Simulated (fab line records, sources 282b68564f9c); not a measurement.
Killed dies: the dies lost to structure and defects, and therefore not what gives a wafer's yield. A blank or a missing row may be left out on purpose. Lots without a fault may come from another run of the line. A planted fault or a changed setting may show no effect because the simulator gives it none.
fab line records | flow rit-cmos
record: lots: 6 wafers: 18 last-day: 7
route steps=202 shown ACTIVE@11 FOX1@20 FOX2@23 NWELL@28 PWELL@39 WELLDRIVE@50 SILICIDE@161 M1@202
lots with no fault: from the same line, run without faults
start-h: the number of hours between the record's first day and the start of the first shown wafer of the lot | wait-h: hours elapsed since this lot's preceding step | " the same as in the row above | L1.1+2: a single row standing in for several wafers | - either no value or no given start | * or withheld: withheld | < > ~ a bound
route shown NAME@n: names a module that has steps shown in the file, with the first one's number in the route | usual: mean/standard deviation taken from wafers without a fault | same: alike in all rows | chamber/n: place in a boat | sites: each site's reading | _std_site: the values' standard deviation | _edge_site: inner sites' mean taken away from outer sites' mean | radius-mm: how far each site lies from the wafer's centre | mask NAME#n: copy n | behind: the most recent tool/chamber to have shaped the wafer | hold: what put the lot on hold/how long, in hours/how the hold closed | device: transistor that didn't switch, given as n, p or np | end of line: tests run on the same wafers once the route is complete | for a step that has no rows: nothing shown but its recipe | killed: dies lost to structure and defects at the first sort, not the wafer's yield | map: a wafer's dies, x killed, . not, _ none there
set.NAME: the run value of the setting; set.NAME@STEP: its run value at that earlier step | model.NAME: the simulator's own value behind a step, which no gauge read
lots at some steps of the route; a table a step, a row a wafer
services: when a tool's chamber went out of use (start-h, in hours from the record's first day, below 0 if earlier), for how many hours, and the reason
== steps ==
step: RIT_ACTIVE_DEVELOP_10
recipe: resist: NOVOLAK develop-time-s: 50 dev-temp-c: 23
step: RIT_ACTIVE_CD_MEAS_11
recipe: target-cd-nm: 1400
usual: cd-nm: 1399.4/2.3
columns lot.wafer tool chamber start-h wait-h cd-nm
L330.1 cd-sem-02 - 45.22 - 1400.4
L330.2 " - " " 1401.4
L330.5 " - " " 1402.1
L333.1 cd-sem-02 - 61.02 - 1399.3
L333.4 " - " " 1399.3
L333.6 " - " " 1398.9
L334.1 cd-sem-01 - 65.59 - 1396.4
L334.3 " - " " 1398.4
L334.6 " - " " 1395.9
L335.1 cd-sem-01 - 69.89 - 1400.3
L335.2 " - " " 1402.5
L335.6 " - " " 1400.1
L336.3 cd-sem-01 - 76.42 - 1400.8
L336.5 " - " " 1400.9
L336.6 " - " " 1400.0
L343.1 cd-sem-02 - 110.00 - 1398.7
L343.3 " - " " 1397.7
L343.6 " - " " 1398.6
step: RIT_ACTIVE_HARDBAKE_12
recipe: resist: NOVOLAK temp-c: 140 time-s: 60
step: RIT_ACTIVE_ETCH_13
recipe: stop-on: SiO2 chemistry: SF6 target: Si3N4 time-s: 210 over-etch-frac: 0.4 SF6_flow_sccm: 200 pressure-mtorr: 260 rf-w: 125 target-depth-a: 2100
usual: drypump-motor-current-A: 5.8/0.48 oes-product-au: 0.825/0.011 throttle-valve-pct: 7.53/0.084
columns lot.wafer tool chamber start-h wait-h drypump-motor-current-A oes-product-au rf-hours-counter-h throttle-valve-pct
L330.1 rie-diel-03 1 45.49 0.1 5.7 0.830 134 7.62
L330.2 " 0 " " 5.5 0.831 112 7.62
L330.5 " 3 " " 6.2 0.855 - 7.58
L333.1 rie-diel-03 1 61.29 0.1 5.6 0.826 134 7.62
L333.4 " 0 " " 5.5 0.821 - 7.60
L333.6 " 2 " " 5.9 0.822 - 7.61
L334.1 rie-diel-01 1 65.86 0.1 6.3 0.843 92 7.42
L334.3 " 3 " " 5.8 0.819 54 7.54
L334.6 " 0 " " 6.4 0.827 - 7.54
L335.1 rie-diel-01 1 70.16 0.1 6.3 0.847 92 7.41
L335.2 " 2 " " 5.0 0.834 5 7.47
L335.6 " 3 " " 5.8 0.835 - 7.56
L336.3 rie-diel-04 0 76.65 0.1 5.7 0.814 36 7.32
L336.5 " 1 " " 5.3 0.816 - 7.48
L336.6 " 2 " " 6.7 0.819 - 7.59
L343.1 rie-diel-01 2 110.27 0.1 5.0 0.818 6 7.47
L343.3 " 3 " " 5.8 0.815 55 7.56
L343.6 " 1 " " 6.4 0.836 - 7.41
step: RIT_ACTIVE_STRIP_14
recipe: chemistry: O2 time-s: 180 resist: NOVOLAK platen-temp-c: withheld power-w: 500 pressure-mtorr: 4000 o2-flow-sccm: 4000
usual: drypump-motor-current-A: 5.8/0.41
columns lot.wafer tool chamber start-h wait-h drypump-motor-current-A rf-hours-counter-h
L330.1 plasma-asher-04 0 45.62 0.1 5.4 40
L330.2 " 1 " " 6.1 40
L330.5 " 0 " " 5.4 -
L333.1 plasma-asher-02 1 61.43 0.1 5.5 43
L333.4 " 0 " " 6.6 -
L333.6 " 1 " " 5.4 -
L334.1 plasma-asher-01 0 66.00 0.1 5.4 43
L334.3 " 0 " " 5.4 -
L334.6 " 1 " " 5.9 -
L335.1 plasma-asher-01 0 70.29 0.1 5.4 43
L335.2 " 1 " " 5.9 43
L335.6 " 0 " " 5.4 -
L336.3 plasma-asher-01 0 76.84 0.1 5.4 -
L336.5 " 0 " " 5.4 -
L336.6 " 1 " " 6.0 -
L343.1 plasma-asher-02 1 110.41 0.1 5.4 47
L343.3 " 1 " " 5.4 -
L343.6 " 1 " " 5.4 -
step: RIT_ACTIVE_CD_MEAS_90
recipe: target-cd-nm: 1400
usual: cd-nm: 1399.4/2.3
columns lot.wafer tool chamber start-h wait-h cd-nm
L330.1 cd-sem-01 - 45.80 0.1 1400.4
L330.2 " - " " 1401.1
L330.5 " - " " 1402.3
L333.1 cd-sem-01 - 61.60 0.1 1399.5
L333.4 " - " " 1398.7
L333.6 " - " " 1399.1
L334.1 cd-sem-02 - 66.17 0.1 1396.2
L334.3 " - " " 1398.6
L334.6 " - " " 1395.9
L335.1 cd-sem-02 - 70.46 0.1 1400.0
L335.2 " - " " 1402.8
L335.6 " - " " 1400.1
L336.3 cd-sem-01 - 77.00 0.1 1400.7
L336.5 " - " " 1401.2
L336.6 " - " " 1399.6
L343.1 cd-sem-01 - 110.58 0.1 1398.5
L343.3 " - " " 1397.3
L343.6 " - " " 1398.2
step: RIT_ACTIVE_CLEAN_15
recipe: chemistry: SC1 mix: 3:3:50 time-s: 600 temp-c: 75
step: RIT_ACTIVE_CLEAN_16
recipe: chemistry: dHF dilution: 50:1 time-s: 30
step: RIT_ACTIVE_CLEAN_17
recipe: chemistry: SC2 mix: 3:3:50 time-s: 600 temp-c: 75 dry: n2-spin
step: RIT_FOX1_OXIDATION_00
recipe: temp-c: 1100 ambient: H2O target-thk-a: 3507 p-h2o-torr: 720 ox-time-s: 1130
step: RIT_FOX1_THK_MEAS_01
recipe: reads: SiO2_of_FOX1_OXIDATION_00
usual: FOX1_OXIDE_THK: 351/6
columns lot.wafer tool chamber start-h wait-h FOX1_OXIDE_THK[nm]
L330.1 film-metro-04 - 48.97 0.0 354
L330.2 " - " " 353
L330.5 " - " " 357
L333.1 film-metro-04 - 65.30 0.0 359
L333.4 " - " " 361
L333.6 " - " " 360
L334.1 film-metro-04 - 69.06 0.0 345
L334.3 " - " " 347
L334.6 " - " " 349
L335.1 film-metro-04 - 73.47 0.0 353
L335.2 " - " " 353
L335.6 " - " " 350
L336.3 film-metro-01 - 78.98 0.0 357
L336.5 " - " " 359
L336.6 " - " " 355
L343.1 film-metro-01 - 115.34 0.0 347
L343.3 " - " " 344
L343.6 " - " " 344
step: RIT_FOX1_WET_ETCH_02
recipe: chemistry: BOE target-depth-nm: 350 time-s: 390 temp-c: 21.5 dry: n2-spin dilution: 10:1 target: SiO2
step: RIT_FOX2_OXIDATION_00
recipe: temp-c: 1100 ambient: H2O target-thk-a: 3507 p-h2o-torr: 720 ox-time-s: 1130
usual: zone-power-load-pct: 48.0/1.1
columns lot.wafer tool chamber start-h wait-h zone-power-load-pct model.SiO2_of_FOX2_OXIDATION_00.thk-nm
L330.1 furnace-03 0 49.15 0.0 49.9 347.7
L330.2 " 0 " " 49.6 350.4
L330.5 " 0 " " 49.4 354.8
L333.1 furnace-01 0 65.85 0.4 46.9 358.3
L333.4 " 0 " " 47.0 359.9
L333.6 " 0 " " 48.0 361.1
L334.1 furnace-01 0 70.84 1.6 47.5 454.2
L334.3 " 0 " " 48.3 453.3
L334.6 " 0 " " 48.3 442.2
L335.1 furnace-04 0 74.40 0.7 46.4 353.8
L335.2 " 0 " " 46.2 352.9
L335.6 " 0 " " 46.6 353.6
L336.3 furnace-01 0 79.63 0.5 47.5 446.9
L336.5 " 0 " " 47.9 448.6
L336.6 " 0 " " 46.8 447.3
L343.1 furnace-03 0 116.41 0.9 50.4 351.8
L343.3 " 0 " " 49.3 348.8
L343.6 " 0 " " 49.0 361.2
step: RIT_FOX2_THK_MEAS_01
recipe: reads: SiO2_of_FOX2_OXIDATION_00
usual: FOX2_OXIDE_THK: 351/5
columns lot.wafer tool chamber start-h wait-h FOX2_OXIDE_THK[nm]
L330.1 film-metro-04 - 50.47 0.0 348
L330.2 " - " " 350
L330.5 " - " " 355
L333.1 film-metro-01 - 67.16 0.0 358
L333.4 " - " " 360
L333.6 " - " " 361
L334.1 film-metro-04 - 72.16 0.0 454
L334.3 " - " " 453
L334.6 " - " " 443
L335.1 film-metro-04 - 75.71 0.0 354
L335.2 " - " " 353
L335.6 " - " " 353
L336.3 film-metro-01 - 80.96 0.0 447
L336.5 " - " " 449
L336.6 " - " " 447
L343.1 film-metro-01 - 117.73 0.0 352
L343.3 " - " " 349
L343.6 " - " " 362
step: RIT_FOX2_CLEAN_02
recipe: chemistry: dHF dilution: 50:1 time-s: 180
step: RIT_FOX2_WET_ETCH_03
recipe: chemistry: H3PO4 target: Si3N4 target-depth-nm: 195 temp-c: 165 time-s: 2700
step: RIT_FOX2_THK_MEAS_90
recipe: reads: SiO2_of_FOX2_OXIDATION_00
usual: FIELD_OXIDE_LEFT_1_THK: 324/5
columns lot.wafer tool chamber start-h wait-h FIELD_OXIDE_LEFT_1_THK[nm]
L330.1 film-metro-02 - 51.35 0.0 321
L330.2 " - " " 323
L330.5 " - " " 328
L333.1 film-metro-01 - 68.04 0.0 331
L333.4 " - " " 333
L333.6 " - " " 334
L334.1 film-metro-01 - 73.04 0.0 427
L334.3 " - " " 426
L334.6 " - " " 415
L335.1 film-metro-01 - 76.59 0.0 326
L335.2 " - " " 325
L335.6 " - " " 326
L336.3 film-metro-02 - 81.84 0.0 420
L336.5 " - " " 422
L336.6 " - " " 420
L343.1 film-metro-02 - 118.60 0.0 325
L343.3 " - " " 322
L343.6 " - " " 334
step: RIT_NWELL_HMDS_00
recipe: prime-time-s: 60 prime-temp-c: 140
step: RIT_NWELL_COAT_01
recipe: resist: NOVOLAK spin-rpm: 2000 resist-thk-nm: 1300
step: RIT_NWELL_SOFTBAKE_02
recipe: resist: NOVOLAK temp-c: 90 time-s: 60
step: RIT_NWELL_EXPOSE_03
recipe: mask-id: M2 na: 0.57 target-cd-nm: 43900 dose-mj: 250
step: RIT_NWELL_PEB_04
recipe: resist: NOVOLAK temp-c: withheld time-s: withheld
step: RIT_NWELL_DEVELOP_05
recipe: resist: NOVOLAK develop-time-s: 68 dev-temp-c: 23
step: RIT_NWELL_OVL_MEAS_06
usual: NWELL_OVL: 0.7/1.6
columns lot.wafer tool chamber start-h wait-h NWELL_OVL[nm]
L330.1 overlay-01 - 52.29 - -1.4
L330.2 " - " " -0.5
L330.5 " - " " -0.9
L333.1 overlay-02 - 69.25 - 1.7
L333.4 " - " " -0.9
L333.6 " - " " 2.8
L334.1 overlay-01 - 73.98 - -3.1
L334.3 " - " " -2.3
L334.6 " - " " -0.7
L335.1 overlay-02 - 77.65 - 1.2
L335.2 " - " " 0.4
L335.6 " - " " 1.1
L336.3 overlay-01 - 82.92 - 2.8
L336.5 " - " " 3.3
L336.6 " - " " 3.1
L343.1 overlay-01 - 119.67 - 1.6
L343.3 " - " " 0.7
L343.6 " - " " 1.3
step: RIT_NWELL_HARDBAKE_07
recipe: resist: NOVOLAK temp-c: 140 time-s: 120
step: RIT_NWELL_IMPLANT_08
recipe: species: P energy-kev: 170 dose-cm2: 5e+13 tilt-deg: 7
step: RIT_NWELL_STRIP_09
recipe: chemistry: O2 time-s: 180 resist: NOVOLAK platen-temp-c: withheld power-w: 500 pressure-mtorr: 4000 o2-flow-sccm: 4000
usual: drypump-motor-current-A: 5.7/0.46
columns lot.wafer tool chamber start-h wait-h drypump-motor-current-A rf-hours-counter-h
L330.1 plasma-asher-01 1 52.72 0.1 6.0 41
L330.2 " 0 " " 5.4 41
L330.5 " 1 " " 6.0 -
L333.1 plasma-asher-03 1 69.69 0.1 5.0 28
L333.4 " 1 " " 5.0 -
L333.6 " 0 " " 6.3 -
L334.1 plasma-asher-01 1 74.42 0.1 5.9 43
L334.3 " 0 " " 5.4 -
L334.6 " 1 " " 5.9 -
L335.1 plasma-asher-01 0 78.09 0.1 5.4 44
L335.2 " 1 " " 6.0 44
L335.6 " 1 " " 6.0 -
L336.3 plasma-asher-04 1 83.59 0.1 6.1 -
L336.5 " 1 " " 6.1 -
L336.6 " 0 " " 5.4 -
L343.1 plasma-asher-04 0 120.10 0.1 5.4 47
L343.3 " 0 " " 5.4 -
L343.6 " 1 " " 6.1 -
step: RIT_NWELL_TW_MEAS_10
usual: NWELL_TW: 2136/34
columns lot.wafer tool chamber start-h wait-h NWELL_TW
L330.1 film-metro-02 - 52.90 0.1 2162
L330.2 " - " " 2169
L330.5 " - " " 2174
L333.1 film-metro-02 - 69.86 0.1 2167
L333.4 " - " " 2183
L333.6 " - " " 2161
L334.1 film-metro-03 - 74.59 0.1 2179
L334.3 " - " " 2179
L334.6 " - " " 2174
L335.1 film-metro-04 - 78.26 0.1 2109
L335.2 " - " " 2100
L335.6 " - " " 2109
L336.3 film-metro-04 - 83.73 0.1 2101
L336.5 " - " " 2096
L336.6 " - " " 2085
L343.1 film-metro-02 - 120.28 0.1 2151
L343.3 " - " " 2147
L343.6 " - " " 2157
step: RIT_PWELL_HMDS_00
recipe: prime-time-s: 60 prime-temp-c: 140
step: RIT_PWELL_COAT_01
recipe: resist: NOVOLAK spin-rpm: 2000 resist-thk-nm: 1300
step: RIT_PWELL_SOFTBAKE_02
recipe: resist: NOVOLAK temp-c: 90 time-s: 60
step: RIT_PWELL_EXPOSE_03
recipe: mask-id: M3 na: 0.57 target-cd-nm: 43700 dose-mj: 250
step: RIT_PWELL_PEB_04
recipe: resist: NOVOLAK temp-c: withheld time-s: withheld
step: RIT_PWELL_DEVELOP_05
recipe: resist: NOVOLAK develop-time-s: 68 dev-temp-c: 23
step: RIT_PWELL_OVL_MEAS_06
usual: PWELL_OVL: 0.1/1.2
columns lot.wafer tool chamber start-h wait-h PWELL_OVL[nm]
L330.1 overlay-02 - 53.96 - 0.5
L330.2 " - " " 0.6
L330.5 " - " " -1.2
L333.1 overlay-02 - 71.03 - -0.6
L333.4 " - " " -0.9
L333.6 " - " " -2.1
L334.1 overlay-01 - 75.65 - 0.8
L334.3 " - " " -0.3
L334.6 " - " " 1.3
L335.1 overlay-02 - 79.20 - 1.0
L335.2 " - " " 0.4
L335.6 " - " " 0.5
L336.3 overlay-01 - 84.66 - 2.1
L336.5 " - " " 1.4
L336.6 " - " " 0.8
L343.1 overlay-02 - 121.34 - 1.2
L343.3 " - " " 0.7
L343.6 " - " " -0.5
step: RIT_PWELL_HARDBAKE_07
recipe: resist: NOVOLAK temp-c: 140 time-s: 120
step: RIT_PWELL_IMPLANT_08
recipe: species: B energy-kev: 170 dose-cm2: 7e+13 tilt-deg: 7
step: RIT_PWELL_STRIP_09
recipe: chemistry: O2 time-s: 180 resist: NOVOLAK platen-temp-c: withheld power-w: 500 pressure-mtorr: 4000 o2-flow-sccm: 4000
usual: drypump-motor-current-A: 5.9/0.55
columns lot.wafer tool chamber start-h wait-h drypump-motor-current-A rf-hours-counter-h
L330.1 plasma-asher-02 1 54.40 0.1 5.5 42
L330.2 " 0 " " 6.6 42
L330.5 " 1 " " 5.5 -
L333.1 plasma-asher-02 1 71.47 0.1 5.5 44
L333.4 " 0 " " 6.6 -
L333.6 " 0 " " 6.6 -
L334.1 plasma-asher-02 1 76.09 0.1 5.5 44
L334.3 " 1 " " 5.4 -
L334.6 " 0 " " 6.6 -
L335.1 plasma-asher-04 0 79.99 0.1 5.4 43
L335.2 " 1 " " 6.1 43
L335.6 " 0 " " 5.4 -
L336.3 plasma-asher-02 0 85.14 0.1 6.6 -
L336.5 " 0 " " 6.6 -
L336.6 " 1 " " 5.5 -
L343.1 plasma-asher-02 1 121.78 0.1 5.5 48
L343.3 " 1 " " 5.5 -
L343.6 " 0 " " 6.6 -
step: RIT_PWELL_TW_MEAS_10
usual: PWELL_TW: 943/16
columns lot.wafer tool chamber start-h wait-h PWELL_TW
L330.1 film-metro-04 - 54.57 0.1 923
L330.2 " - " " 918
L330.5 " - " " 924
L333.1 film-metro-03 - 71.64 0.1 954
L333.4 " - " " 951
L333.6 " - " " 955
L334.1 film-metro-04 - 76.27 0.1 931
L334.3 " - " " 931
L334.6 " - " " 934
L335.1 film-metro-04 - 80.16 0.1 933
L335.2 " - " " 931
L335.6 " - " " 935
L336.3 film-metro-04 - 85.28 0.1 929
L336.5 " - " " 932
L336.6 " - " " 933
L343.1 film-metro-04 - 121.96 0.1 929
L343.3 " - " " 931
L343.6 " - " " 932
step: RIT_WELLDRIVE_ANNEAL_00
recipe: temp-c: 1100 time-s: 14700 ambient: N2
step: RIT_WELLDRIVE_RS_MEAS_01
recipe: thk-meas-gauge: four-point-probe
usual: NWELL_RS: 275.2/0.69
columns lot.wafer tool chamber start-h wait-h NWELL_RS[ohm/sq]
L330.1 film-metro-03 - 60.36 0.0 275.0
L330.2 " - " " 275.0
L330.5 " - " " 275.1
L333.1 film-metro-02 - 78.55 0.0 275.5
L333.4 " - " " 275.7
L333.6 " - " " 275.7
L334.1 film-metro-04 - 81.63 0.0 274.3
L334.3 " - " " 274.7
L334.6 " - " " 275.1
L335.1 film-metro-02 - 86.71 0.0 274.5
L335.2 " - " " 275.9
L335.6 " - " " 274.8
L336.3 film-metro-04 - 92.65 0.0 275.8
L336.5 " - " " 275.3
L336.6 " - " " 276.5
L343.1 film-metro-04 - 130.90 0.0 274.6
L343.3 " - " " 274.8
L343.6 " - " " 274.4
step: RIT_WELLDRIVE_RS_MEAS_02
recipe: thk-meas-gauge: four-point-probe
usual: PWELL_RS: 428.9/1.2
columns lot.wafer tool chamber start-h wait-h PWELL_RS[ohm/sq]
L330.1 film-metro-03 - 60.48 0.1 428.7
L330.2 " - " " 430.9
L330.5 " - " " 428.6
L333.1 film-metro-02 - 78.67 0.1 429.5
L333.4 " - " " 429.6
L333.6 " - " " 429.2
L334.1 film-metro-04 - 81.75 0.1 430.2
L334.3 " - " " 429.6
L334.6 " - " " 429.2
L335.1 film-metro-02 - 86.83 0.1 429.8
L335.2 " - " " 430.9
L335.6 " - " " 431.2
L336.3 film-metro-04 - 92.77 0.1 429.0
L336.5 " - " " 428.8
L336.6 " - " " 428.7
L343.1 film-metro-04 - 131.02 0.1 429.2
L343.3 " - " " 429.9
L343.6 " - " " 428.3
step: RIT_FOX2_THK_MEAS_91
recipe: reads: SiO2_of_FOX2_OXIDATION_00
usual: FIELD_OXIDE_LEFT_2_THK: 256/4.9
columns lot.wafer tool chamber start-h wait-h FIELD_OXIDE_LEFT_2_THK[nm]
L330.1 film-metro-02 - 64.25 0.0 251
L330.2 " - " " 254
L330.5 " - " " 258
L333.1 film-metro-02 - 82.60 0.0 263
L333.4 " - " " 265
L333.6 " - " " 266
L334.1 film-metro-02 - 86.00 0.0 359
L334.3 " - " " 358
L334.6 " - " " 347
L335.1 film-metro-01 - 90.77 0.0 257
L335.2 " - " " 256
L335.6 " - " " 257
L336.3 film-metro-01 - 96.66 0.0 351
L336.5 " - " " 353
L336.6 " - " " 352
L343.1 film-metro-01 - 134.94 0.0 256
L343.3 " - " " 253
L343.6 " - " " 265
step: RIT_SILICIDE_WET_ETCH_00
recipe: chemistry: BOE target: SiO2 target-depth-nm: 14 time-s: 15 dry: n2-spin dilution: 10:1 temp-c: 21.5
usual: bath-heat-duty-pct: 1.7/0.4
columns lot.wafer tool chamber start-h wait-h bath-heat-duty-pct model.SiO2_of_FOX2_OXIDATION_00.thk-nm
L330.1 wet-bench-03 3 86.17 0.1 2.7 146.1
L330.2 " 3 " " 1.5 149.8
L330.5 " 3 " " 1.8 153.5
L333.1 wet-bench-01 2 103.91 0.1 1.6 159
L333.4 " 2 " " 1.5 160.2
L333.6 " 2 " " 1.2 162.2
L334.1 wet-bench-03 0 110.39 0.1 1.7 253.9
L334.3 " 0 " " 2.4 254.2
L334.6 " 0 " " 1.9 240.8
L335.1 wet-bench-04 1 112.92 0.1 1.8 152.1
L335.2 " 1 " " 1.3 151.8
L335.6 " 1 " " 1.0 151.7
L336.3 wet-bench-04 3 115.36 0.1 1.5 246.8
L336.5 " 3 " " 2.2 248.1
L336.6 " 3 " " 2.1 246.1
L343.1 wet-bench-01 2 162.72 0.1 1.3 151.6
L343.3 " 2 " " 1.1 148.1
L343.6 " 2 " " 1.4 161.5
step: RIT_M1_PROBE_99
usual: killed_at_M0_to_M3: 0.0/0.083 killed-at-contacts: 0.1/0.24 killed-at-front-end: 7/3.1 killed-dies: 7/3.1 killed-open: 3.3/1.9 killed-short: 3.9/2.1
same: gross-dies: 264 killed_at_M4_up: 0 killed-at-back-side: 0 killed-at-other: 0
columns lot.wafer tool chamber start-h wait-h killed_at_M0_to_M3 killed-at-contacts killed-at-front-end killed-dies killed-open killed-short model.etest.pldd.width-nm model.etest.nldd.width-nm model.etest.pplus-sal.width-nm model.etest.nplus-sal.width-nm model.etest.pwell.rs-ohm-sq model.etest.nmos-narrow.drive-ua-um model.etest.pmos-narrow.drive-ua-um model.etest.field-n.vt-v
L330.1 prober-01 - 93.46 0.1 0 0 3 3 2 1 3193 3182 3439 3440 418.1 222.7 95.66 33.94
L330.2 prober-01 - 93.51 0.1 0 0 5 5 2 3 3185 3164 3432 3427 413 228.6 99.74 34.28
L330.5 prober-01 - 93.66 0.2 0 0 6 6 2 4 3161 3179 3429 3440 415.6 227.5 98.5 34.99
L333.1 prober-02 - 110.97 0.1 0 0 6 6 4 2 3124 3134 3418 3400 418.4 220.6 102.3 35.74
L333.4 prober-02 - 111.12 0.2 0 0 3 3 0 3 3164 3159 3430 3429 422.8 219.6 99.21 36.01
L333.6 prober-02 - 111.22 0.2 1 0 7 8 3 5 3175 3148 3434 3428 421.6 223.4 101.1 36.16
L334.1 prober-01 - 117.59 0.1 0 0 3 3 1 2 3006 3013 3366 3349 463.2 191.4 84.67 46.35
L334.3 prober-01 - 117.69 0.2 0 0 13 13 6 5 3013 3013 3356 3351 465.9 196.2 87.58 46.32
L334.6 prober-01 - 117.84 0.2 0 1 11 12 3 8 3041 3027 3397 3362 455.6 202.4 89.75 45.42
L335.1 prober-02 - 119.68 0.1 0 0 5 5 2 3 3188 3176 3436 3436 414.1 216.6 99.79 34.96
L335.2 prober-02 - 119.73 0.1 0 0 4 4 2 2 3176 3168 3426 3428 416.9 215.8 99.22 34.8
L335.6 prober-02 - 119.93 0.2 0 0 3 3 1 2 3200 3185 3441 3432 412.6 218.8 100.5 34.91
L336.3 prober-01 - 122.51 0.2 0 0 2 2 1 1 3031 3038 3341 3356 470 197.8 91.79 45.64
L336.5 prober-01 - 122.61 0.2 0 0 6 6 5 1 3012 3020 3354 3355 467.2 190.7 88.63 45.65
L336.6 prober-01 - 122.66 0.2 0 0 8 8 0 8 3036 3021 3357 3391 466.8 200.1 91.64 45.56
L343.1 prober-02 - 169.74 0.1 0 0 12 12 6 6 3170 3156 3442 3442 421.4 223.4 102 34.84
L343.3 prober-02 - 169.84 0.2 0 0 13 13 7 6 3177 3167 3460 3456 418.8 220.1 99.25 34.48
L343.6 prober-02 - 169.99 0.2 0 0 9 9 4 5 3139 3168 3423 3430 424.1 216.5 100.1 36.18
killed by level:class
L330.1 GATE:geometric-particle:open=2 GATE:geometric-particle:short=1
L330.2 GATE:geometric-particle:short=2 GATE:geometric-particle:open=1 SPACER:geometric-particle:short=1 SILICIDE:geometric-particle:open=1
L330.5 FOX1:geometric-particle:short=2 SILICIDE:geometric-particle:short=2 GATE:geometric-particle:open=1 SPACER:geometric-particle:open=1
L333.1 FOX1:geometric-particle:open=2 GATE:geometric-particle:short=2 GATE:geometric-particle:open=1 SPACER:geometric-particle:open=1
L333.4 SILICIDE:geometric-particle:short=2 GATE:geometric-particle:short=1
L333.6 GATE:geometric-particle:short=2 SILICIDE:geometric-particle:open=2 FOX1:geometric-particle:open=1 FOX2:geometric-particle:short=1 SILICIDE:geometric-particle:short=1 M1:geometric-particle:short=1
L334.1 GATE:geometric-particle:short=1 SPACER:geometric-particle:open=1 SILICIDE:geometric-particle:short=1
L334.3 GATE:geometric-particle:short=3 SPACER:geometric-particle:open=2 SILICIDE:geometric-particle:open=2 FOX1:geometric-particle:short=1 FOX2:geometric-particle:short=1 FOX2:geometric-particle:open=1 GATE:geometric-particle:open=1 NRETRO:coat-microbubble-printed=1
L334.6 GATE:geometric-particle:short=3 SPACER:geometric-particle:open=2 SILICIDE:geometric-particle:short=2 FOX1:geometric-particle:open=1 FOX1:geometric-particle:short=1 SPACER:geometric-particle:short=1 CONTACT:geometric-particle:short=1 PRETRO:coat-microbubble-printed=1
L335.1 FOX1:geometric-particle:short=1 FOX2:geometric-particle:open=1 GATE:geometric-particle:short=1 REOX:geometric-particle:open=1 SPACER:geometric-particle:short=1
L335.2 GATE:geometric-particle:short=1 REOX:geometric-particle:open=1 REOX:geometric-particle:short=1 SILICIDE:geometric-particle:open=1
L335.6 REOX:geometric-particle:open=1 SPACER:geometric-particle:short=1 SILICIDE:geometric-particle:short=1
L336.3 GATE:geometric-particle:open=1 SPACER:geometric-particle:short=1
L336.5 REOX:geometric-particle:open=4 GATE:geometric-particle:open=1 REOX:geometric-particle:short=1
L336.6 FOX1:geometric-particle:short=4 SPACER:geometric-particle:short=2 REOX:geometric-particle:short=1 SILICIDE:geometric-particle:short=1
L343.1 REOX:geometric-particle:short=6 REOX:geometric-particle:open=2 SPACER:geometric-particle:open=2 GATE:geometric-particle:open=1 SILICIDE:geometric-particle:open=1
L343.3 FOX2:geometric-particle:open=3 REOX:geometric-particle:short=3 SILICIDE:geometric-particle:open=2 FOX1:geometric-particle:open=1 GATE:geometric-particle:open=1 GATE:geometric-particle:short=1 SPACER:geometric-particle:short=1 SILICIDE:geometric-particle:short=1
L343.6 GATE:geometric-particle:short=2 REOX:geometric-particle:short=2 SILICIDE:geometric-particle:open=2 FOX1:geometric-particle:short=1 GATE:geometric-particle:open=1 SPACER:geometric-particle:open=1
== services ==
columns tool chamber start-h hours kind
plasma-asher-03 - 27.16 14.6 pm
plasma-asher-04 - 35.24 10.0 pm
furnace-03 - 43.47 3.1 pm
plasma-asher-02 - 44.58 1.2 repair
wet-bench-01 - 46.24 33.6 pm
plasma-asher-04 - 47.58 3.2 repair
rie-diel-03 3 58.70 7.6 repair
rie-diel-03 - 62.19 4.3 pm
rie-diel-03 1 81.59 80.9 repair
plasma-asher-02 - 92.16 14.6 pm
rie-diel-04 2 107.10 10.3 repair
wet-bench-01 - 108.21 1.2 repair
plasma-asher-01 - 108.75 9.0 pm
plasma-asher-01 0 108.75 9.0 vent-cycle
plasma-asher-01 1 108.75 9.0 vent-cycle
furnace-04 - 108.93 75.3 pm
plasma-asher-03 - 112.93 2.7 repair
rie-diel-03 0 113.14 5.3 repair
plasma-asher-04 - 116.94 2.9 repair
plasma-asher-01 0 117.75 - clean
furnace-01 - 126.73 3.7 pm
furnace-03 - 137.66 2.1 repair
rie-diel-03 2 139.80 4.2 repair
rie-diel-01 - 162.48 0.3 repair
== key ==
first-sign: step: RIT_FOX2_THK_MEAS_01 reading: FOX2_OXIDE_THK direction: up sigmas: 20 usual: 351 struck: 449
effect: step: RIT_FOX2_THK_MEAS_90 reading: FIELD_OXIDE_LEFT_1_THK direction: up sigmas: 19 usual: 324 struck: 421
effect: step: RIT_FOX2_THK_MEAS_91 reading: FIELD_OXIDE_LEFT_2_THK direction: up sigmas: 20 usual: 256 struck: 353
model-effect: step: RIT_FOX2_OXIDATION_00 value: SiO2_of_FOX2_OXIDATION_00.thk-nm without: 353.3 struck: 448.8
model-effect: step: RIT_SILICIDE_WET_ETCH_00 value: SiO2_of_FOX2_OXIDATION_00.thk-nm without: 152.9 struck: 248.3
model-effect: step: RIT_M1_PROBE_99 value: etest.pldd.width-nm without: 3170 struck: 3023
met-at RIT_FOX2_OXIDATION_00
struck-wafers L334.1,L334.3,L334.6,L336.3,L336.5,L336.6
tester-left-out L334,L336
onset-between 65.85 70.84
fault: kind: process-parameter-drift tool: furnace-01 chamber: - onset-h: 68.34 steps: RIT_FOX2_OXIDATION_00 channel: ox-time-s offset: * shape: step end-h: 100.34 acts-in: * stated: *
tester-left-out: of these lots the tester's yield and bins aren't shown, on N5 and GAA mostly nor the transistor test; their killed dies are dies lost to structure and defects alone, not to doping, threshold or leakage, so they don't give the yield
